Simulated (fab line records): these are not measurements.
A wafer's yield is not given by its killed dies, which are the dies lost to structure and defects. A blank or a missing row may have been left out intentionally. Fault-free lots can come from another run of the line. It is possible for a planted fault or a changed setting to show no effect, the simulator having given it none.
fab line records ; flow rit-cmos ; part 2 of 2: steps 31 to 42 of 42
[record] lots = 5; wafers = 15; last-day = 7
route steps=202 shown NSD@138 PSD@142 SDANNEAL@153 PLDD@159 NLDD@160 SILICIDE@161 CONTACT@168
lots with no fault: from the same line, run without faults
start-h: hours from the record's first day to the start of the lot's first wafer shown ; wait-h: hours from the lot's prior step to this one ; " unchanged from the row above ; L1.1+2: one row covering several wafers at once ; - no value present, or no start provided ; * or withheld: withheld ; < > ~ a bound
route shown NAME@n: names a module that has steps shown in the file, with the first one's number in the route ; usual: mean/standard deviation taken from wafers without a fault ; same: alike in all rows ; chamber/n: place in a boat ; sites: per-site readings ; _std_site: their standard deviation ; _edge_site: inner sites' mean taken away from outer sites' mean ; radius-mm: how far each site lies from the wafer's centre ; mask NAME#n: copy n ; behind: the most recent tool/chamber to have shaped the wafer ; hold: the reason the lot was held/the length of the hold in hours/how it ended ; device: which transistor (n, p or np) failed to switch ; end of line: the same wafers' tests at the end of the route ; for a step that has no rows: nothing shown but its recipe ; killed: not the wafer's yield, but the dies lost to structure and defects at the first sort ; map: the dies of a wafer, with x for killed, . for not killed, _ for no die there
set.NAME: the setting as run; set.NAME@STEP: as run at that earlier step ; model.NAME: the simulator's own value behind a step, which no gauge read
lots at some steps of the route; a table a step, a row a wafer
services: the hour from which a tool's chamber was out of use, counted from the record's first day as start-h (under 0 if before that day), plus the number of hours and why
[[steps]]
[step RIT_CONTACT_CVD_00]
[recipe] material = SiO2; target-thk-nm = 400; precursor = TEOS; temp-c = 390; time-s = 61; rf-w = 400
[usual] heater-power-w = 306/56; rf-fwd-power-W = 396.9/1.3
lot.wafer;tool;chamber;start-h;wait-h;heater-power-w;rf-fwd-power-W
L077.3;pecvd-04;2;66.67;0.0;344;397.3
L077.4;pecvd-04;1;66.67;0.0;209;396.0
L077.6;pecvd-04;0;66.67;0.0;398;397.1
L082.1;pecvd-03;2;90.92;0.1;281;395.5
L082.2;pecvd-03;1;90.92;0.1;308;396.9
L082.6;pecvd-03;2;90.92;0.1;204;397.1
L084.3;pecvd-02;0;101.14;0.0;382;397.7
L084.5;pecvd-02;1;101.14;0.0;200;396.1
L084.6;pecvd-02;2;101.14;0.0;348;396.3
L087.1;pecvd-03;2;123.30;0.1;270;396.1
L087.5;pecvd-03;1;123.30;0.1;291;398.0
L087.6;pecvd-03;0;123.30;0.1;385;398.0
L096.3;pecvd-02;0;160.23;0.0;383;396.2
L096.4;pecvd-02;1;160.23;0.0;254;399.6
L096.5;pecvd-02;0;160.23;0.0;389;396.5
[step RIT_CONTACT_THK_MEAS_01]
[recipe] reads = SiO2_of_CONTACT_CVD_00
[usual] CONTACT_TEOS_THK = 400/4.6
lot.wafer;tool;chamber;start-h;wait-h;CONTACT_TEOS_THK[nm]
L077.3;film-metro-03;-;66.74;0.0;399
L077.4;film-metro-03;-;66.74;0.0;404
L077.6;film-metro-03;-;66.74;0.0;406
L082.1;film-metro-02;-;90.97;0.0;396
L082.2;film-metro-02;-;90.97;0.0;398
L082.6;film-metro-02;-;90.97;0.0;402
L084.3;film-metro-04;-;101.21;0.0;396
L084.5;film-metro-04;-;101.21;0.0;405
L084.6;film-metro-04;-;101.21;0.0;402
L087.1;film-metro-02;-;123.35;0.0;400
L087.5;film-metro-02;-;123.35;0.0;410
L087.6;film-metro-02;-;123.35;0.0;407
L096.3;film-metro-04;-;160.30;0.0;397
L096.4;film-metro-04;-;160.30;0.0;408
L096.5;film-metro-04;-;160.30;0.0;403
[step RIT_CONTACT_HMDS_02]
[recipe] prime-time-s = 60; prime-temp-c = 140
lot.wafer;tool;chamber;start-h;wait-h
L077.3+4+6;litho-track-03;0;66.83;0.1
L082.1+2+6;litho-track-03;0;91.03;0.1
L084.3+5+6;litho-track-04;0;101.30;0.1
L087.1+5+6;litho-track-03;0;123.41;0.1
L096.3+4+5;litho-track-02;0;160.51;0.2
[step RIT_CONTACT_COAT_03]
[recipe] resist = NOVOLAK; spin-rpm = 3250; resist-thk-nm = 1000
lot.wafer;tool;chamber;start-h;wait-h
L077.3+4+6;litho-track-03;0;66.98;0.1
L082.1+2+6;litho-track-03;0;91.18;0.1
L084.3+5+6;litho-track-04;0;101.45;0.1
L087.1+5+6;litho-track-03;0;123.56;0.1
L096.3+4+5;litho-track-02;0;160.66;0.1
[step RIT_CONTACT_SOFTBAKE_04]
[recipe] resist = NOVOLAK; temp-c = 90; time-s = 60
lot.wafer;tool;chamber;start-h;wait-h
L077.3+4+6;litho-track-03;0;67.13;0.1
L082.1+2+6;litho-track-03;0;91.33;0.1
L084.3+5+6;litho-track-04;0;101.60;0.1
L087.1+5+6;litho-track-03;0;123.71;0.1
L096.3+4+5;litho-track-02;0;160.81;0.1
[step RIT_CONTACT_EXPOSE_05]
[recipe] mask-id = M11; na = 0.6; source-shape = conventional; sigma-outer = 0.5; target-cd-nm = 1000; dose-mj = 250
[usual] reticle-temp-C = 23.03/0.11
lot.wafer;tool;chamber;start-h;wait-h;mask;reticle-temp-C
L077.3;iline-stepper-01;0;67.48;0.3;M11#0;23.05
L077.4;iline-stepper-01;0;67.48;0.3;M11#0;22.99
L077.6;iline-stepper-01;0;67.48;0.3;M11#0;22.97
L082.1;iline-stepper-02;0;91.61;0.2;M11#0;23.09
L082.2;iline-stepper-02;0;91.61;0.2;M11#0;23.19
L082.6;iline-stepper-02;0;91.61;0.2;M11#0;22.85
L084.3;iline-stepper-01;0;101.74;0.1;M11#0;23.19
L084.5;iline-stepper-01;0;101.74;0.1;M11#0;23.18
L084.6;iline-stepper-01;0;101.74;0.1;M11#0;23.05
L087.1;iline-stepper-01;0;123.99;0.2;M11#0;23.13
L087.5;iline-stepper-01;0;123.99;0.2;M11#0;23.06
L087.6;iline-stepper-01;0;123.99;0.2;M11#0;23.16
L096.3;iline-stepper-02;0;160.95;0.1;M11#0;23.04
L096.4;iline-stepper-02;0;160.95;0.1;M11#0;23.16
L096.5;iline-stepper-02;0;160.95;0.1;M11#0;23.17
[step RIT_CONTACT_PEB_06]
[recipe] resist = NOVOLAK; temp-c = withheld; time-s = withheld
lot.wafer;tool;chamber;start-h;wait-h
L077.3+4+6;litho-track-03;0;67.61;0.1
L082.1+2+6;litho-track-03;0;91.72;0.1
L084.3+5+6;litho-track-04;0;101.86;0.1
L087.1+5+6;litho-track-04;0;124.15;0.1
L096.3+4+5;litho-track-04;0;161.23;0.3
[step RIT_CONTACT_DEVELOP_07]
[recipe] resist = NOVOLAK; develop-time-s = 120; dev-temp-c = 23
lot.wafer;tool;chamber;start-h;wait-h
L077.3+4+6;litho-track-03;0;-;-
L082.1+2+6;litho-track-03;0;-;-
L084.3+5+6;litho-track-04;0;-;-
L087.1+5+6;litho-track-04;0;-;-
L096.3+4+5;litho-track-04;0;-;-
[step RIT_CONTACT_CD_MEAS_08]
[recipe] target-cd-nm = 1000
[usual] cd-nm = 999.8/2.8
lot.wafer;tool;chamber;start-h;wait-h;cd-nm
L077.3;cd-sem-02;-;68.00;-;999.3
L077.4;cd-sem-02;-;68.00;-;997.5
L077.6;cd-sem-02;-;68.00;-;996.8
L082.1;cd-sem-02;-;92.12;-;1003.6
L082.2;cd-sem-02;-;92.12;-;1004.3
L082.6;cd-sem-02;-;92.12;-;1004.3
L084.3;cd-sem-02;-;102.25;-;1002.9
L084.5;cd-sem-02;-;102.25;-;999.5
L084.6;cd-sem-02;-;102.25;-;1000.3
L087.1;cd-sem-01;-;124.55;-;999.0
L087.5;cd-sem-01;-;124.55;-;999.3
L087.6;cd-sem-01;-;124.55;-;999.8
L096.3;cd-sem-02;-;161.62;-;1001.0
L096.4;cd-sem-02;-;161.62;-;1000.5
L096.5;cd-sem-02;-;161.62;-;999.8
[step RIT_CONTACT_OVL_MEAS_09]
[usual] CONTACT_OVL = -1.0/1.4
lot.wafer;tool;chamber;start-h;wait-h;CONTACT_OVL[nm]
L077.3;overlay-01;-;68.09;0.1;-0.1
L077.4;overlay-01;-;68.09;0.1;-2.9
L077.6;overlay-01;-;68.09;0.1;-0.2
L082.1;overlay-02;-;92.24;0.1;-2.1
L082.2;overlay-02;-;92.24;0.1;-1.7
L082.6;overlay-02;-;92.24;0.1;-1.8
L084.3;overlay-02;-;102.35;0.1;1.0
L084.5;overlay-02;-;102.35;0.1;0.8
L084.6;overlay-02;-;102.35;0.1;0.7
L087.1;overlay-02;-;124.67;0.1;0.6
L087.5;overlay-02;-;124.67;0.1;-0.1
L087.6;overlay-02;-;124.67;0.1;0.6
L096.3;overlay-01;-;161.71;0.1;0.1
L096.4;overlay-01;-;161.71;0.1;-1.2
L096.5;overlay-01;-;161.71;0.1;0.2
[step RIT_CONTACT_HARDBAKE_10]
[recipe] resist = NOVOLAK; temp-c = 140; time-s = 60
lot.wafer;tool;chamber;start-h;wait-h
L077.3+4+6;litho-track-02;0;68.16;0.1
L082.1+2+6;litho-track-04;0;92.40;0.2
L084.3+5+6;litho-track-03;0;102.42;0.1
L087.1+5+6;litho-track-02;0;124.70;0.0
L096.3+4+5;litho-track-03;0;161.78;0.1
[step RIT_CONTACT_ETCH_11]
[recipe] target-depth-a = 4800; over-etch-frac = 0.2; stop-on = TiSi2; chemistry = CHF3/CF4/Ar; target = SiO2; CHF3_flow_sccm = 50; cf4-flow-sccm = 10; Ar_flow_sccm = 100; O2_flow_sccm = 5; pressure-mtorr = 100; rf-w = 200; time-s = 320
[usual] cf4-flow-sccm = 10.00/0.033; drypump-motor-current-A = 5.9/0.42; oes-product-au = 0.995/0.015; rf-fwd-power-W = 199.5/0.61; throttle-valve-pct = 8.92/0.15
lot.wafer;tool;chamber;start-h;wait-h;cf4-flow-sccm;drypump-motor-current-A;oes-product-au;rf-fwd-power-W;rf-hours-counter-h;throttle-valve-pct
L077.3;rie-diel-01;3;68.26;0.1;9.94;6.2;0.993;199.9;23;9.05
L077.4;rie-diel-01;2;68.26;0.1;9.98;5.5;0.989;199.0;133;8.86
L077.6;rie-diel-01;1;68.26;0.1;9.95;6.6;0.978;199.3;-;8.81
L082.1;rie-diel-01;1;92.55;0.1;10.01;6.6;0.973;199.0;115;8.79
L082.2;rie-diel-01;3;92.55;0.1;10.01;6.2;0.995;199.5;23;9.05
L082.6;rie-diel-01;2;92.55;0.1;10.01;5.5;0.995;199.2;-;8.87
L084.3;rie-diel-01;1;102.52;0.1;9.96;6.6;0.971;200.2;115;8.78
L084.5;rie-diel-01;2;102.52;0.1;9.93;5.5;0.985;200.2;-;8.87
L084.6;rie-diel-01;1;102.52;0.1;9.99;6.6;0.981;201.1;-;8.79
L087.1;rie-diel-04;2;124.85;0.1;9.94;5.6;0.996;200.1;43;8.60
L087.5;rie-diel-04;0;124.85;0.1;10.03;5.3;1.014;199.3;-;9.02
L087.6;rie-diel-04;1;124.85;0.1;10.02;5.4;1.019;199.5;-;9.16
L096.3;rie-diel-03;2;161.88;0.1;10.03;6.4;1.000;200.3;106;9.04
L096.4;rie-diel-03;3;161.88;0.1;9.95;6.0;1.015;198.8;10;8.99
L096.5;rie-diel-03;0;161.88;0.1;10.04;6.5;0.978;199.4;-;9.05
[[services]]
tool;chamber;start-h;hours;kind
pecvd-02;0;41.11;49.4;repair
pecvd-02;2;44.97;3.8;repair
iline-stepper-02;-;53.69;1.7;pm
rie-diel-03;-;63.17;1.2;repair
implanter-04;-;63.58;4.0;pm
rie-diel-03;1;67.11;4.3;repair
rie-diel-03;0;69.56;6.8;repair
rie-diel-03;2;74.67;8.6;repair
pecvd-02;2;79.26;4.0;repair
implanter-04;-;81.70;2.1;repair
rie-diel-03;0;83.14;16.3;repair
pecvd-04;-;90.09;2.8;pm
implanter-02;-;102.93;2.7;repair
plasma-asher-04;-;108.75;9.0;pm
plasma-asher-02;-;112.24;1.4;repair
implanter-03;-;117.41;2.3;repair
iline-stepper-02;-;129.54;4.4;pm
implanter-03;-;133.55;5.8;pm
plasma-asher-02;-;136.57;2.0;repair
implanter-02;-;138.28;5.8;repair
pecvd-04;-;141.19;5.5;pm
implanter-04;-;146.54;4.0;repair
iline-stepper-01;-;154.13;0.7;repair
rie-diel-01;3;161.50;1.5;repair
